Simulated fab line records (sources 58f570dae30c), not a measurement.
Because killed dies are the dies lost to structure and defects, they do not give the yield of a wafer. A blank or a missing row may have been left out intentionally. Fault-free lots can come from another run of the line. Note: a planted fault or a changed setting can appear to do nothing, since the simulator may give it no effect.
Shared-tool check    flow berkeleyCmos170    Sample size 14 lots and 48 wafers

== REASON FOR OPENING ==
UCB170_PFIELD_TW_MEAS_09, reading PFIELD_TW: flagged on 2 of 14 lots. No-fault wafers: 599, standard deviation 3.1.
Rule: a lot gets a flag if all its wafers with a number sit over 4 standard deviations from that mean, or if no wafer of it has a number. The rest of the lots are taken to be sound.

lot   measured      on            PFIELD_TW, wafer by wafer  flag
L519  day 5 12:19   filmMetro-03  598 599 597                
L520  day 5 12:29   filmMetro-01  600 598 597                
L518  day 5 12:34   filmMetro-02  596 594 595                
L523  day 6 11:35   filmMetro-02  598 597 597                
L524  day 6 16:56   filmMetro-01  592 592 593                
L528  day 7 04:19   filmMetro-01  601 598 602                
L527  day 7 04:35   filmMetro-03  30 30 30 30 30 30          FLAGGED
L532  day 7 14:32   filmMetro-02  30 30 30 30 30 30          FLAGGED
L530  day 7 14:47   filmMetro-01  599 600 598                
L531  day 7 15:02   filmMetro-01  601 599 602                
L539  day 9 10:56   filmMetro-02  594 596 594                
L538  day 9 11:07   filmMetro-03  607 604 605                
L537  day 9 11:28   filmMetro-01  598 597 601                
L541  day 10 06:42  filmMetro-03  601 603 600                
Averaged over the flagged lots the numbers come to 30, -569 from the usual (-99 or more standard deviations).

== TOOL THAT RAN EACH LOT ==
2 process steps preceding the reading are held in the record, out of 331 steps in the route. Cell contents, in order: the tool; ch with the chambers the sampled wafers went through; the start.
lot   flag     UCB170_ACTIVE_STRIP_16              UCB170_PFIELD_STRIP_08
L519           plasmaAsher-02 ch 0,1, day 5 09:23  plasmaAsher-03 ch 0,1, day 5 12:12
L520           plasmaAsher-04 ch 0,1, day 5 09:17  plasmaAsher-04 ch 0,1, day 5 12:22
L518           plasmaAsher-02 ch 0, day 5 09:52    plasmaAsher-03 ch 0,1, day 5 12:28
L523           plasmaAsher-02 ch 1, day 6 09:20    plasmaAsher-03 ch 0,1, day 6 11:28
L524           plasmaAsher-01 ch 1, day 6 14:47    plasmaAsher-02 ch 1, day 6 16:50
L528           plasmaAsher-04 ch 1, day 7 00:37    plasmaAsher-03 ch 0,1, day 7 04:13
L527  FLAGGED  plasmaAsher-01 ch 0,1, day 7 00:41  plasmaAsher-04 ch 0,1, day 7 04:29
L532  FLAGGED  plasmaAsher-02 ch 0,1, day 7 12:05  plasmaAsher-02 ch 0,1, day 7 14:26
L530           plasmaAsher-01 ch 0, day 7 12:23    plasmaAsher-04 ch 0,1, day 7 14:41
L531           plasmaAsher-02 ch 0,1, day 7 12:40  plasmaAsher-02 ch 0,1, day 7 14:55
L539           plasmaAsher-02 ch 0,1, day 9 08:59  plasmaAsher-03 ch 0,1, day 9 10:49
L538           plasmaAsher-01 ch 0, day 9 09:14    plasmaAsher-02 ch 0,1, day 9 11:01
L537           plasmaAsher-01 ch 0,1, day 9 09:37  plasmaAsher-03 ch 0,1, day 9 11:22
L541           plasmaAsher-02 ch 0, day 10 03:50   plasmaAsher-02 ch 1, day 10 06:36
What the steps here do:
- UCB170_ACTIVE_STRIP_16: strips in O2.
- UCB170_PFIELD_STRIP_08: strips in O2.
- UCB170_PFIELD_TW_MEAS_09

== FLAGGED OVER TOTAL, TOOL BY TOOL (the gauges that took the reading come last) ==
step                      tool            lots run  flagged  share of the flagged lots  sound lots run after its first flagged lot
UCB170_ACTIVE_STRIP_16    plasmaAsher-01  5         1        some                       3 (L530,L538,L537)
UCB170_ACTIVE_STRIP_16    plasmaAsher-02  7         1        some                       3 (L531,L539,L541)
UCB170_ACTIVE_STRIP_16    plasmaAsher-04  2         0        none                       -
UCB170_PFIELD_STRIP_08    plasmaAsher-02  5         1        some                       3 (L531,L538,L541)
UCB170_PFIELD_STRIP_08    plasmaAsher-03  6         0        none                       -
UCB170_PFIELD_STRIP_08    plasmaAsher-04  3         1        some                       1 (L530)
UCB170_PFIELD_TW_MEAS_09  filmMetro-01    6         0        none                       -
UCB170_PFIELD_TW_MEAS_09  filmMetro-02    4         1        some                       1 (L539)
UCB170_PFIELD_TW_MEAS_09  filmMetro-03    4         1        some                       2 (L538,L541)

== WHAT THE TABLE PERMITS ==
No row of the table ran every flagged lot.

== WHAT THE SIMULATOR HAD PUT IN ==
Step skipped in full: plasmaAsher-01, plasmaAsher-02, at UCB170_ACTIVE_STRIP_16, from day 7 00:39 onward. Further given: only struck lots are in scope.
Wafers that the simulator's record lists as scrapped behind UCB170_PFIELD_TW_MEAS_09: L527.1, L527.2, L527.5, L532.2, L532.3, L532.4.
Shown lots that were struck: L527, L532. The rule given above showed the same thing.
